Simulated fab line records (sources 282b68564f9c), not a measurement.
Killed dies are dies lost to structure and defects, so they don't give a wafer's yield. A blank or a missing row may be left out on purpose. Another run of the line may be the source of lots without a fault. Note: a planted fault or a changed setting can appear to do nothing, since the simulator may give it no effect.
Struck lot and sound lot, side by side | flow rit_cmos | 15 out of 202 route steps
Sound: these wafers, L179.2, L179.5, L179.6. The struck wafers were L194.2, L194.3, L194.4. The cause is named last.
For every step that has rows: the tool of each side, followed by ch and its chambers, followed by its first start. Under that, the readings that differ: sound wafers | struck wafers | difference of the means | sigmas: that difference in standard deviations of wafers without a fault.
alike: words and numbers the same on both sides, and readings whose means are apart by under 2 such deviations; not compared: readings that were withheld, readings missing a value for some wafer, numbers with overlapping values and no deviation given by the record, and bounds like >300 which may hide the same value.
A row with sigmas, a row that says differs or no value, or rows on one side alone: a step with any of these is where the two part. When numbers do not overlap yet have no deviation, they are printed without sigmas and do not part them. A reading missing from all wafers of one side parts the sides only when that side holds two or more wafers.

first, 2 steps without rows for these wafers: RIT_REOX_CLEAN_02 (cleans in SC2, time 600 s); RIT_REOX_OXIDATION_03 (target thk 25.2 nm, ox time 5580 s).
RIT_REOX_THK_MEAS_04:
  sound on film_metro-02 at day 2 20:39; struck on film_metro-02 at day 6 03:32
  alike: REOX_OXIDE_THK
then, 6 steps without rows for these wafers: RIT_NLDD_HMDS_00 (prime time 60 s); RIT_NLDD_COAT_01 (resist thk 1000 nm); RIT_NLDD_SOFTBAKE_02 (time 60 s); RIT_NLDD_EXPOSE_03 (exposes mask M7, target cd 40700 nm); RIT_NLDD_PEB_04; RIT_NLDD_DEVELOP_05 (develop time 50 s).
RIT_NLDD_OVL_MEAS_06:
  sound on overlay-01 at day 2 21:41; struck on overlay-01 at day 6 04:26
  alike: NLDD_OVL
then, 2 steps without rows for these wafers: RIT_NLDD_HARDBAKE_07 (time 60 s); RIT_NLDD_IMPLANT_08.
RIT_NLDD_STRIP_09: strips in O2, time 180 s.
  sound on plasma_asher-03 ch 0,1, day 2 22:01; struck on plasma_asher-03 ch 0,1, day 6 04:46
  reading                        | sound          | struck         | difference | sigmas
  chamber_pressure_mTorr (mTorr) | 4001 4004 4001 | 3198 3201 3198 | -803       | -99 or more
  alike: drypump_motor_current_A
  not compared: rf_hours_counter_h
RIT_NLDD_TW_MEAS_10:
  sound on film_metro-01 at day 2 22:11; struck on film_metro-03 at day 6 04:58
  reading | sound          | struck         | difference | sigmas
  NLDD_TW | 2469 2459 2483 | 2543 2537 2543 | +71        | +3
RIT_M1_PROBE_99:
  sound on prober-01 at day 3 13:28; struck on prober-01 at day 6 20:05
  alike: killed_at_contacts, killed_at_front_end, killed_dies, killed_open, killed_short

## WHERE THEY PART
First at RIT_NLDD_STRIP_09; last, within this record, at RIT_NLDD_TW_MEAS_10. Later steps at which nothing parts them and some readings are alike: RIT_M1_PROBE_99.

WHY: what had been put in by the simulator
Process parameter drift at RIT_NLDD_STRIP_09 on plasma_asher-03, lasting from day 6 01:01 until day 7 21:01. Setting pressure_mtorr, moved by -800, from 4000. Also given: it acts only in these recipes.
